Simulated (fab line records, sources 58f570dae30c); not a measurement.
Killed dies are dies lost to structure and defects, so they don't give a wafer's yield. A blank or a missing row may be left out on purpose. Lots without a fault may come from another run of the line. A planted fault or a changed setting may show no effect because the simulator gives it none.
One fault seen from 2 desks | flow berkeley_cmos170 | each desk has only its own numbers; what lay behind them comes last

THE METROLOGY DESK
What the gauges read, lot by lot, whatever tool the lot ran on: means of the sampled wafers that have a number. A lot is out of limits, marked OUT, if its mean lies more than 4 standard deviations from the usual mean; the brackets give that distance.
Columns: A = FIELD_OXIDE_LEFT_1_THK at UCB170_FIELD_THK_MEAS_90, usual 449 nm; B = NLDD_TW at UCB170_NLDD_TW_MEAS_11, usual 2218; C = NLDD_RS at UCB170_SDANNEAL_RS_MEAS_05, usual 616.5 ohm/sq
lot  | first seen here | A   | B               | C
L764 | day 6 02:55     | 425 | 2243            | 615.2
L766 | day 6 08:47     | 447 | 2202            | 616.9
L765 | day 6 08:49     | 449 | 2197            | 618.0
L770 | day 6 21:07     | 463 | 2235            | 615.0
L768 | day 6 21:08     | 468 | 2329 (+5.8) OUT | 532.7 (-49) OUT
L767 | day 6 21:11     | 447 | 2231            | 614.8
L769 | day 6 21:11     | 449 | 2349 (+6.9) OUT | 530.3 (-51) OUT
L772 | day 7 12:07     | 453 | 2374 (+8.2) OUT | 531.7 (-50) OUT
L778 | day 8 02:31     | 442 | 2211            | 616.8
L779 | day 8 12:22     | 452 | 2193            | 615.9
L781 | day 9 03:05     | 469 | 2195            | 618.5
L784 | day 9 15:50     | 452 | 2203            | 618.3
L786 | day 10 07:57    | 446 | 2205            | 616.4
L785 | day 10 07:59    | 443 | 2218            | 615.3
L787 | day 10 15:31    | 432 | 2244            | 613.1
This desk's finding: out of limits on L768, L769, L772; first on L769, day 8 10:35 (NLDD_TW at UCB170_NLDD_TW_MEAS_11). In limits: L764, L766, L765, L770, L767, L778, L779, L781, L784, L786, L785, L787.

THE TOOL OWNER'S DESK: implanter-04
The tool's own readings at UCB170_NLDD_IMPLANT_08: means of the sampled wafers that have a number, for each lot that ran on this tool. A lot is out of limits, marked OUT, if its mean lies more than 4 standard deviations from the usual mean; the brackets give that distance.
Columns: A = beam_energy_keV at UCB170_NLDD_IMPLANT_08, usual 29.999; B = dose_ions_cm2 at UCB170_NLDD_IMPLANT_08, usual 5.001e+13; C = faraday_current_uA at UCB170_NLDD_IMPLANT_08, usual 158
lot  | first seen here | A      | B                           | C
L764 | day 7 17:16     | 30.015 | 5.002e+13                   | 161
L766 | day 7 23:34     | 30.002 | 5.003e+13                   | 157
L769 | day 8 10:11     | 30.002 | 7.447e+13 (+99 or more) OUT | 240 (+24) OUT
L768 | day 8 11:12     | 30.010 | 7.432e+13 (+99 or more) OUT | 234 (+22) OUT
L772 | day 9 11:56     | 30.002 | 7.446e+13 (+99 or more) OUT | 236 (+23) OUT
This desk's finding: out of limits on L768, L769, L772; first on L769, day 8 10:11 (dose_ions_cm2 at UCB170_NLDD_IMPLANT_08). In limits: L764, L766.

PUT TOGETHER
The tool owner's desk could have raised an alarm at day 8 10:11, on L768, L769, L772.
The metrology desk could have raised an alarm at day 8 10:35, on L768, L769, L772.
Of the lots named, all ran UCB170_NLDD_IMPLANT_08 on implanter-04.

WHAT THE SIMULATOR HAD PUT IN
Process parameter drift: implanter-04, from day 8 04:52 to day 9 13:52, at UCB170_NLDD_IMPLANT_08. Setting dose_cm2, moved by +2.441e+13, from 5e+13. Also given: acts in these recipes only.
Lots struck among those shown: L768, L769, L772.
Hours from the fault's start to each desk's first reading out of limits: the tool owner's desk, 5; the metrology desk, 6.
